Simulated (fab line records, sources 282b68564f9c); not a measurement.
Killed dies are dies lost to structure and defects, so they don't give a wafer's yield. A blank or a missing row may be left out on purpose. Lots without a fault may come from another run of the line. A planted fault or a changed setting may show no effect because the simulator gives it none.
Problem report in the 8D (eight disciplines) form, filled by code | flow rit_cmos | the parts of the form that need people (team, actions taken, sign-off) are left out

1. THE PROBLEM
PSD_RS at RIT_SDANNEAL_RS_MEAS_04 reads a mean of 130.3 ohm/sq on 6 wafers of 2 lots; wafers without a fault read 115.9 ohm/sq with a standard deviation of 0.33. That is +44 standard deviations from the usual mean.
The step: measures by four-point-probe.
First seen on wafer L857.2, day 5 09:04, on film_metro-03. The record holds 42 wafers of 14 lots with a number at this step. Rule for "out", or "out of limits": more than 4 standard deviations from the usual mean. The other wafers with a number count as sound.

2. WHAT IT IS AND WHAT IT IS NOT
question                    | is                     | is not
which readings at this step | PSD_RS                 | -
which lots                  | L857, L859             | L847, L852, L858, L860, L862, L863, L864, L865, L867, L868, L869, L870
which wafers of those lots  | all that have a number | -
read on which gauges        | film_metro-03          | film_metro-02, film_metro-04
when                        | from day 5 09:04       | up to then (6 sound wafers); but 30 sound wafers of L858, L860, L862, L863, L864, L865, L867, L868, L869, L870 came after

3. SUSPECTS, AND WHAT RULES EACH OUT
Counting: a tool at a process step up to the reading stays a suspect if it ran every lot that is out and no sound lot after the first of them.
- the gauge at RIT_SDANNEAL_RS_MEAS_04: ruled out. All the wafers that are out were read on film_metro-03, but those of them that RIT_SDANNEAL_RTA_03 has rows for are out there too, on other tools.
- rtp_anneal-01 at RIT_SDANNEAL_RTA_03 (time 5 s): kept. It ran every lot that is out, first L857 (day 5 08:59), and no sound lot after that; its last sound lot up to then is L852 (day 4 09:36). Its own readings are out on those wafers: wafer_temp_C_max.
Left after counting: rtp_anneal-01 at RIT_SDANNEAL_RTA_03.

4. THE CAUSE (what the simulator had put in)
Process parameter drift: rtp_anneal-01, from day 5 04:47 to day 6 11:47, at RIT_SDANNEAL_RTA_03. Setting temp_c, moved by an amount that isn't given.
Counting left only this tool.

5. THE CHAIN OF EFFECTS, in route order
Each row: a reading whose mean over the struck wafers that have a number lies more than 3 standard deviations from the usual. Only readings for which the record gives a usual standard deviation are gone through. hours: the time from each lot's start at the first step in this table that gives one to its start at this step, as a median over the lots. sigmas: the change in usual standard deviations.
hours | step                    | reading          | usual        | on struck wafers | change | sigmas
0     | RIT_SDANNEAL_RTA_03     | wafer_temp_C_max | 1053.5       | 1033.0           | -20.5  | -19
0     | RIT_SDANNEAL_RS_MEAS_04 | PSD_RS           | 115.9 ohm/sq | 130.3            | +14.4  | +44
0     | RIT_SDANNEAL_RS_MEAS_06 | PLDD_RS          | 178.7 ohm/sq | 194.7            | +16.0  | +30
The process steps in it:
- RIT_SDANNEAL_RTA_03: time 5 s.
Later measuring or inspecting steps at which every struck wafer that the step has a row for has a number for every such reading, and none has moved that far: RIT_SDANNEAL_RS_MEAS_05.

6. WHAT WOULD HAVE CAUGHT IT SOONER
In this record the first reading out of limits at a measuring or inspecting step was taken at day 5 09:04, 4 hours after the fault began at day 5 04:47.
The tool's own readings at RIT_SDANNEAL_RTA_03 were out on every struck wafer that the step has a row for (wafer_temp_C_max): an alarm limit on them would have fired on the first of those.
Of the lots that are out (2), L859 began RIT_SDANNEAL_RTA_03 on rtp_anneal-01 after day 5 09:04. A hold on the tool at that time would have spared it.
